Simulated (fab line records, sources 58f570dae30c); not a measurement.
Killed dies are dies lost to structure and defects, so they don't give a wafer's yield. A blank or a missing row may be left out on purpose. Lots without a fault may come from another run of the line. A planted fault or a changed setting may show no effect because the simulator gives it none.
Which tool did it? | flow berkeley_cmos170 | 14 lots, 42 wafers sampled, at 2 steps of a route of 331

WHAT THE GAUGES READ, wafer by wafer
UCB170_NVT_TW_MEAS_09.
lot  | measured     | on            | NVT_TW
L801 | day 6 00:23  | film_metro-01 | 519 520 520
L800 | day 6 00:46  | film_metro-02 | 523 527 528
L802 | day 6 09:08  | film_metro-01 | 519 517 517
L803 | day 6 09:22  | film_metro-02 | 522 522 521
L809 | day 7 14:59  | film_metro-01 | 527 526 525
L808 | day 7 15:14  | film_metro-04 | 612 613 611
L806 | day 7 15:28  | film_metro-04 | 614 615 613
L807 | day 7 15:37  | film_metro-01 | 522 522 522
L816 | day 10 03:02 | film_metro-04 | 519 521 524
L819 | day 10 19:43 | film_metro-02 | 524 525 523
L820 | day 10 19:55 | film_metro-04 | 522 517 519
L823 | day 11 10:23 | film_metro-04 | 526 525 526
L822 | day 11 10:32 | film_metro-01 | 520 520 522
L821 | day 11 10:40 | film_metro-04 | 527 523 528

WHICH TOOL RAN EACH LOT (tool, then ch and the chambers of the sampled wafers, then the start)
lot  | UCB170_NVT_IMPLANT_07
L801 | implanter-04 ch 0, day 6 00:11
L800 | implanter-04 ch 0, day 6 00:31
L802 | implanter-04 ch 0, day 6 08:53
L803 | implanter-03 ch 0, day 6 09:07
L809 | implanter-03 ch 0, day 7 14:45
L808 | implanter-01 ch 0, day 7 14:59
L806 | implanter-01 ch 0, day 7 15:13
L807 | implanter-03 ch 0, day 7 15:22
L816 | implanter-04 ch 0, day 10 02:47
L819 | implanter-03 ch 0, day 10 19:28
L820 | implanter-01 ch 0, day 10 19:40
L823 | implanter-01 ch 0, day 11 10:08
L822 | implanter-03 ch 0, day 11 10:19
L821 | implanter-04 ch 0, day 11 10:25
- UCB170_NVT_IMPLANT_07

WHAT THE TOOLS THEMSELVES READ (means of the sampled wafers that have a number; where no wafer has one, the mark that the record gives instead)
UCB170_NVT_IMPLANT_07.
lot  | tool         | dose_ions_cm2 | faraday_current_uA
L801 | implanter-04 | 3.000e+12     | 9.43
L800 | implanter-04 | 2.998e+12     | 9.52
L802 | implanter-04 | 3.002e+12     | 9.49
L803 | implanter-03 | 3.001e+12     | 9.39
L809 | implanter-03 | 3.001e+12     | 9.78
L808 | implanter-01 | 5.006e+12     | 15.36
L806 | implanter-01 | 5.003e+12     | 15.58
L807 | implanter-03 | 3.000e+12     | 9.54
L816 | implanter-04 | 3.001e+12     | 9.50
L819 | implanter-03 | 3.000e+12     | 9.61
L820 | implanter-01 | 3.003e+12     | 9.44
L823 | implanter-01 | 2.997e+12     | 9.39
L822 | implanter-03 | 3.002e+12     | 9.28
L821 | implanter-04 | 3.002e+12     | 9.60

THE ANSWER, worked out from the rows above alone
Rule: what is usual is taken from the lots themselves. Put in order of their means at a reading, lots are off if they are a third of the lots or fewer, leave a main group of 4 or more, and stand apart from it by a gap of 3 or more times the standard deviation of the main group's means; of several such gaps the widest counts. A main group whose means are all the same, to the digits that the tables above print for the reading, isn't used. A lot without any number at a reading at which 4 lots or more have one is off too. The other lots that the step has rows for count as sound. The gauges are gone through in route order, then the tools' own readings, and for those a lot's mean is taken as printed above. The first step at which some lot is off is used, and at that step the reading that is off furthest; a lot without a number counts as furthest.
Off: L808, L806, at UCB170_NVT_TW_MEAS_09 (NVT_TW). The main group: mean 522, standard deviation 2.8.
A tool fits if, at a process step before that reading, it ran every lot that is off, and no sound lot after the first of them. The gauges at UCB170_NVT_TW_MEAS_09 aren't tried: what is off there is off at UCB170_NVT_IMPLANT_07 too, on other tools, and a gauge's error can't cause that. None of those tried fits.

WHAT THE SIMULATOR HAD PUT IN
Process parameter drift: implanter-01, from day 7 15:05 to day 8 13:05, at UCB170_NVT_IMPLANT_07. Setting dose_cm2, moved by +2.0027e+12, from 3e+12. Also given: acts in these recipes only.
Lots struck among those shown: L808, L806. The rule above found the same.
